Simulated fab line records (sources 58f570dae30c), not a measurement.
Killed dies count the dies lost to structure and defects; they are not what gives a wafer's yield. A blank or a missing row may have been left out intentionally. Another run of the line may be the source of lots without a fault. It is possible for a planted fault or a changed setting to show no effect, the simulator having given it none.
Lot-split experiment / flow berkeley_cmos170 / route with 331 steps; 5 lots, 23 wafers read

## THE SPLIT ITSELF
At UCB170_NSD_IMPLANT_08, the setting dose_cm2 was moved away from the recipe's 3e+15 on 7 of the 23 wafers read, by -6.2% to +5.3%. For the rest of the wafers, this setting stayed at what the recipe calls for.

## FROM THE SPLIT TO THE READING: what the file shows between them, 3 steps
- UCB170_NSD_STRIP_09: strips in O2
- UCB170_NSD_CLEAN_11: cleans in SPM, time 600 s
- UCB170_SDANNEAL_RTA_01: time 5 s

## THE READING
NSD_RS, in ohm/sq, at UCB170_SDANNEAL_RS_MEAS_03 (measures by four-point-probe). Typical for fault-free wafers on this fab line: 37.26 ohm/sq, with standard deviation 0.092 ohm/sq.

wafer=L075.1; tool, chamber at the split=implanter-03, 0; dose_cm2 as run=3e+15; against the recipe=recipe; NSD_RS, ohm/sq=37.23; against lot-mates on the recipe=-
wafer=L075.2; tool, chamber at the split=implanter-03, 0; dose_cm2 as run=3e+15; against the recipe=recipe; NSD_RS, ohm/sq=37.29; against lot-mates on the recipe=-
wafer=L075.4; tool, chamber at the split=implanter-03, 0; dose_cm2 as run=3e+15; against the recipe=recipe; NSD_RS, ohm/sq=37.30; against lot-mates on the recipe=-
wafer=L075.5; tool, chamber at the split=implanter-03, 0; dose_cm2 as run=3e+15; against the recipe=recipe; NSD_RS, ohm/sq=37.24; against lot-mates on the recipe=-
wafer=L075.6; tool, chamber at the split=implanter-03, 0; dose_cm2 as run=3e+15; against the recipe=recipe; NSD_RS, ohm/sq=37.19; against lot-mates on the recipe=-
wafer=L080.1; tool, chamber at the split=implanter-03, 0; dose_cm2 as run=3e+15; against the recipe=recipe; NSD_RS, ohm/sq=37.37; against lot-mates on the recipe=-
wafer=L080.5; tool, chamber at the split=implanter-03, 0; dose_cm2 as run=3e+15; against the recipe=recipe; NSD_RS, ohm/sq=37.27; against lot-mates on the recipe=-
wafer=L080.6; tool, chamber at the split=implanter-03, 0; dose_cm2 as run=3e+15; against the recipe=recipe; NSD_RS, ohm/sq=37.18; against lot-mates on the recipe=-
wafer=L076.1; tool, chamber at the split=implanter-01, 0; dose_cm2 as run=3.075e+15; against the recipe=+2.5%; NSD_RS, ohm/sq=36.75; against lot-mates on the recipe=-0.38
wafer=L076.2; tool, chamber at the split=implanter-01, 0; dose_cm2 as run=3e+15; against the recipe=recipe; NSD_RS, ohm/sq=37.15; against lot-mates on the recipe=-
wafer=L076.3; tool, chamber at the split=implanter-01, 0; dose_cm2 as run=3e+15; against the recipe=recipe; NSD_RS, ohm/sq=37.03; against lot-mates on the recipe=-
wafer=L076.5; tool, chamber at the split=implanter-01, 0; dose_cm2 as run=3e+15; against the recipe=recipe; NSD_RS, ohm/sq=37.20; against lot-mates on the recipe=-
wafer=L076.6; tool, chamber at the split=implanter-01, 0; dose_cm2 as run=3.075e+15; against the recipe=+2.5%; NSD_RS, ohm/sq=36.68; against lot-mates on the recipe=-0.45
wafer=L079.1; tool, chamber at the split=implanter-04, 0; dose_cm2 as run=3e+15; against the recipe=recipe; NSD_RS, ohm/sq=37.46; against lot-mates on the recipe=-
wafer=L079.2; tool, chamber at the split=implanter-04, 0; dose_cm2 as run=2.814e+15; against the recipe=-6.2%; NSD_RS, ohm/sq=38.52; against lot-mates on the recipe=+1.17
wafer=L079.3; tool, chamber at the split=implanter-04, 0; dose_cm2 as run=3e+15; against the recipe=recipe; NSD_RS, ohm/sq=37.33; against lot-mates on the recipe=-
wafer=L079.5; tool, chamber at the split=implanter-04, 0; dose_cm2 as run=3e+15; against the recipe=recipe; NSD_RS, ohm/sq=37.25; against lot-mates on the recipe=-
wafer=L079.6; tool, chamber at the split=implanter-04, 0; dose_cm2 as run=2.814e+15; against the recipe=-6.2%; NSD_RS, ohm/sq=38.54; against lot-mates on the recipe=+1.19
wafer=L084.1; tool, chamber at the split=implanter-03, 0; dose_cm2 as run=3.159e+15; against the recipe=+5.3%; NSD_RS, ohm/sq=36.33; against lot-mates on the recipe=-0.89
wafer=L084.2; tool, chamber at the split=implanter-03, 0; dose_cm2 as run=3.159e+15; against the recipe=+5.3%; NSD_RS, ohm/sq=36.40; against lot-mates on the recipe=-0.82
wafer=L084.3; tool, chamber at the split=implanter-03, 0; dose_cm2 as run=3e+15; against the recipe=recipe; NSD_RS, ohm/sq=37.22; against lot-mates on the recipe=-
wafer=L084.4; tool, chamber at the split=implanter-03, 0; dose_cm2 as run=3.159e+15; against the recipe=+5.3%; NSD_RS, ohm/sq=36.34; against lot-mates on the recipe=-0.88
wafer=L084.6; tool, chamber at the split=implanter-03, 0; dose_cm2 as run=3e+15; against the recipe=recipe; NSD_RS, ohm/sq=37.22; against lot-mates on the recipe=-

THE FIT
A straight line over all 23 wafers: NSD_RS changes by -0.189 ohm/sq for each +1% of dose_cm2; r = -0.98; the points scatter about the line by 0.099 ohm/sq.
The same after taking each lot's own level away (the mean of its wafers on the recipe; 23 wafers): -0.176 ohm/sq for each +1%; r = -0.99; scatter 0.067 ohm/sq.
That fit puts the effect of the largest move of dose_cm2 on the reading at 1.1 ohm/sq.
The span of the lots' own levels, 37.127 to 37.347 ohm/sq, comes to 2.4 times the standard deviation stated above.
Hence the lot-to-lot level has little effect on the slope; both slopes agree.
Check: +1.09 ohm/sq against its lot-mates is what the line predicts for one of the wafers moved furthest among these (-6.2%) when that wafer is left out of the fit. It came out at +1.17 ohm/sq against them.

## OTHER SPLITS APPLIED TO THESE WAFERS
Other splits were also applied to these wafers ahead of the reading. Each is held against what the fit with the lots' levels taken away leaves over:
other split on the same wafers=UCB170_PSD_COAT_01 resist_thk_nm; wafers away from the commonest value=7; r with NSD_RS (lot level and that fit taken away)=+0.00
other split on the same wafers=UCB170_NSD_EXPOSE_03 dose_mj; wafers away from the commonest value=6; r with NSD_RS (lot level and that fit taken away)=-0.39

## THE WHOLE CHAIN: every reading that the file lists as answering this split, in the file's order
step=UCB170_NSD_STRIP_09; what it does=strips in O2; reading=strip_time_to_endpoint_s; change (the file's fit)=withheld for each +1% of the setting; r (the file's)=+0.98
step=UCB170_SDANNEAL_RS_MEAS_03; what it does=measures by four-point-probe; reading=NSD_RS; change (the file's fit)=-0.178 for each +1% of the setting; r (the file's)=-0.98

## FILE'S OWN FIT
NSD_RS changes by -0.178 ohm/sq for each +1% of dose_cm2, r = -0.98.
